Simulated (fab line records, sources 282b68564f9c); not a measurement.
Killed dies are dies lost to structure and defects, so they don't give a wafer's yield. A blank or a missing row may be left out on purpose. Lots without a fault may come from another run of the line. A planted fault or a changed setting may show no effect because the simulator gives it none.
A struck lot beside a sound one | flow rit_cmos | 21 steps out of a route of 202
Sound: wafers L768.2, L768.3, L768.6. Struck: wafers L776.2, L776.4, L776.6. The cause comes at the end.
At each step with rows: each side's tool, then ch and its chambers, then its first start. Under that, the readings that differ: sound wafers | struck wafers | difference of the means | sigmas: that difference in standard deviations of wafers without a fault.
alike: readings whose means differ by less than 2 such deviations, and words and numbers that are the same on both sides. not compared: withheld readings, readings that some wafer has no value for, bounds like >300 that may hide the same value, and numbers for which the record gives no deviation and whose values overlap.
The two part at a step that has a row with sigmas, a row that says differs or no value, or rows on one side only. Numbers that don't overlap but have no deviation are shown without sigmas and don't part them. A reading that every wafer of one side lacks parts them only if that side has two wafers or more.

first, 2 steps without rows for these wafers: RIT_NSD_HARDBAKE_07 (time 60 s); RIT_NSD_IMPLANT_08.
RIT_NSD_STRIP_09: strips in O2, time 180 s.
  sound on plasma_asher-01 ch 0,1, day 4 03:56; struck on plasma_asher-03 ch 0,1, day 5 16:46
  alike: drypump_motor_current_A
  not compared: rf_hours_counter_h
RIT_NSD_TW_MEAS_10:
  sound on film_metro-02, day 4 04:07; struck on film_metro-03, day 5 16:56
  reading | sound          | struck         | difference | sigmas
  NSD_TW  | 3117 3126 3117 | 3144 3160 3146 | +30        | +2
then, 6 steps without rows for these wafers: RIT_PSD_HMDS_00 (prime time 60 s); RIT_PSD_COAT_01 (resist thk 1000 nm); RIT_PSD_SOFTBAKE_02 (time 60 s); RIT_PSD_EXPOSE_03 (exposes mask M10, target cd 40900 nm); RIT_PSD_PEB_04; RIT_PSD_DEVELOP_05 (develop time 50 s).
RIT_PSD_OVL_MEAS_06:
  sound on overlay-02, day 4 05:09; struck on overlay-01, day 5 17:51
  alike: PSD_OVL
then, 1 step without rows for these wafers: RIT_PSD_HARDBAKE_07 (time 60 s).
RIT_PSD_IMPLANT_08:
  sound on implanter-03 ch 0, day 4 05:22; struck on implanter-03 ch 0, day 5 18:03
  reading                          | sound                         | struck                        | difference | sigmas
  beam_on_s (s)                    | 13.1 13.1 12.8                | 24.4 23.8 25.1                | +11.4      | +23
  dose_ions_cm2                    | 4.996e+15 4.998e+15 4.997e+15 | 9.493e+15 9.493e+15 9.498e+15 | +4.498e+15 | +99 or more
  end_station_pressure_torr (Torr) | 1.39e-05 1.38e-05 1.25e-05    | 1.25e-05 1.2e-05 1.05e-05     | -1.73e-06  | -2
RIT_PSD_STRIP_09: strips in O2, time 180 s.
  sound on plasma_asher-02 ch 0,1, day 4 05:29; struck on plasma_asher-03 ch 0,1, day 5 18:11
  alike: drypump_motor_current_A
  not compared: rf_hours_counter_h
RIT_PSD_TW_MEAS_10:
  sound on film_metro-02, day 4 05:40; struck on film_metro-04, day 5 18:35
  reading | sound          | struck         | difference | sigmas
  PSD_TW  | 3420 3429 3432 | 3589 3612 3585 | +168       | +9
  not compared: hold
then, 2 steps without rows for these wafers: RIT_SDANNEAL_CLEAN_01 (cleans in dHF, time 30 s); RIT_SDANNEAL_CLEAN_02 (cleans in SC2, time 600 s).
RIT_SDANNEAL_RTA_03: time 5 s.
  sound on rtp_anneal-01 ch 0, day 4 06:06; struck on rtp_anneal-01 ch 0, day 5 22:08
  alike: ramp_down_c_per_s, wafer_temp_C_max
RIT_SDANNEAL_RS_MEAS_04: measures by four-point-probe.
  sound on film_metro-04, day 4 06:10; struck on film_metro-04, day 5 22:29
  reading         | sound             | struck            | difference | sigmas
  PSD_RS (ohm/sq) | 115.6 115.5 115.4 | 108.1 108.1 107.8 | -7.5       | -21
  not compared: hold
RIT_SDANNEAL_RS_MEAS_05: measures by four-point-probe.
  sound on film_metro-04, day 4 06:17; struck on film_metro-04, day 6 01:15
  reading | sound | struck                                                                     | difference                   | sigmas
  hold    | - - - | await_dispo/2.6h/release await_dispo/2.6h/release await_dispo/2.6h/release | no value on the sound wafers |
  alike: NSD_RS
RIT_M1_PROBE_99:
  the record has rows for the struck wafers here (prober-02, day 6 08:40) and none for the sound ones

WHERE THEY PART
First at RIT_NSD_TW_MEAS_10; last, within this record, at RIT_M1_PROBE_99.

WHY: what the simulator had put in
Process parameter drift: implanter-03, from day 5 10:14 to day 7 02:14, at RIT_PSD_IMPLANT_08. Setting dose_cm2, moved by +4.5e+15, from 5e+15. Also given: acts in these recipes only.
